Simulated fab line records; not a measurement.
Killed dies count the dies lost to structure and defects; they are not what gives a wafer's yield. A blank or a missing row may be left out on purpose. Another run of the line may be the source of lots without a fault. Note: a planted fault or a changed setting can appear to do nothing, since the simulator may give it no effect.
fab line records    flow berkeleyCmos170
[record] lots = 14  wafers = 42  lastDay = 13
route steps=331 shown M1@242
lots untouched by any fault: they come from a run of this same line in which no faults occurred
startH: start of the lot's first displayed wafer, in hours after the record's first day    waitH: hours from the lot's prior step to this one    " repeats the value in the row above    L1.1+2: one row covering several wafers at once    - either no value or no given start    * or withheld: withheld    < > ~ a bound
route shown NAME@n: NAME is a module with steps in the file, n the number in the route of the first one    usual: mean and standard deviation over wafers with no fault    same: alike in all rows    chamber/n: place in a boat    sites: each site's reading    _std_site: how widely they spread, as a standard deviation    _edge_site: mean of outer sites minus mean of inner sites    radiusMm: for every site, how far away it sits from the centre of the wafer    mask NAME#n: copy n    behind: tool/chamber where the wafer was last shaped    hold: cause of the lot's hold/its duration in hours/its outcome    device: names the non-switching transistor (n, p or np)    end of line: the same wafers' tests at the end of the route    where a step has no rows: the recipe by itself    killed: the dies lost at the first sort to structure and to defects; this is not the yield of the wafer    map: the dies of a wafer, with x for killed, . for not killed, _ for no die there
set.NAME: setting as actually run; set.NAME@STEP: the setting as run at that earlier step    model.NAME: the simulator's own value behind a step, which no gauge read
one table for each step of the route and one row for each wafer, over a sample of lots
[[steps]]
[step UCB170_M1_COAT_04]
[recipe] resist = KrF  spinRpm = 1500  resistThkNm = 900
[usual] chillPlateTempC = 23.01/0.092  spinSpeedRpm = 1500.0/0.82
lot.wafer  tool           chamber  startH  waitH  chillPlateTempC  spinSpeedRpm
L161.2     lithoTrack-01  0        168     -      22.88            1500.5
L161.3     "              0        169     -      23.00            1501.9
L161.5     "              0        "       "      22.84            1501.3
L164.2     lithoTrack-03  0        175     -      23.05            1498.9
L164.4     "              0        "       "      23.00            1498.1
L164.5     "              0        "       "      23.14            1499.0
L162.3     lithoTrack-03  0        180     -      23.00            1500.1
L162.5     "              0        "       "      23.06            1500.5
L162.6     "              0        "       "      23.05            1501.3
L167.3     lithoTrack-01  0        199     -      23.07            1500.7
L167.4     "              0        "       "      22.98            1501.0
L167.5     "              0        "       "      23.08            1500.9
L166.1     lithoTrack-03  0        201     -      22.98            1501.5
L166.3     "              0        "       "      23.24            1502.0
L166.6     "              0        "       "      23.10            1500.2
L165.2     lithoTrack-01  0        201     -      23.09            1499.2
L165.4     "              0        "       "      23.00            1500.4
L165.6     "              0        "       "      23.12            1499.1
L168.2     lithoTrack-04  0        210     -      23.22            1499.3
L168.3     "              0        "       "      23.02            1500.9
L168.4     "              0        "       "      23.06            1499.7
L169.1     lithoTrack-01  0        212     -      23.05            1414.5
L169.5     "              0        "       "      23.23            1413.6
L169.6     "              0        "       "      23.04            1415.1
L173.2     lithoTrack-01  0        213     -      23.15            1414.4
L173.3     "              0        "       "      23.17            1413.3
L173.4     "              0        "       "      23.05            1413.9
L181.3     lithoTrack-04  0        268     -      23.10            1499.1
L181.4     "              0        "       "      23.08            1500.0
L181.6     "              0        "       "      23.10            1500.6
L180.2     lithoTrack-03  0        268     -      22.81            1501.4
L180.3     "              0        "       "      22.87            1499.6
L180.6     "              0        "       "      23.01            1500.4
L182.1     lithoTrack-03  0        269     -      23.04            1498.1
L182.2     "              0        "       "      23.12            1499.9
L182.5     "              0        "       "      23.08            1499.4
L183.1     lithoTrack-04  0        269     -      22.92            1500.4
L183.4     "              0        "       "      23.06            1500.4
L183.6     "              0        "       "      23.08            1501.6
L184.1     lithoTrack-03  0        295     -      22.94            1499.5
L184.2     "              0        "       "      22.94            1500.1
L184.4     "              0        "       "      22.93            1500.5
[[key]]
[firstSign] step = UCB170_M1_COAT_04  reading = spinSpeedRpm  direction = down  sigmas = 99+  usual = 1500.0  struck = 1414.2
effect none on later readings
metAt UCB170_M1_COAT_04
struckLots L169,L173
onsetBetween 201 212
[fault] kind = processParameterDrift  tool = lithoTrack-01  chamber = -  onsetH = 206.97  steps = UCB170_M1_COAT_04  channel = spinRpm  offset = -85.651  shape = step  endH = 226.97  actsIn = theseRecipesOnly  stated = 1500
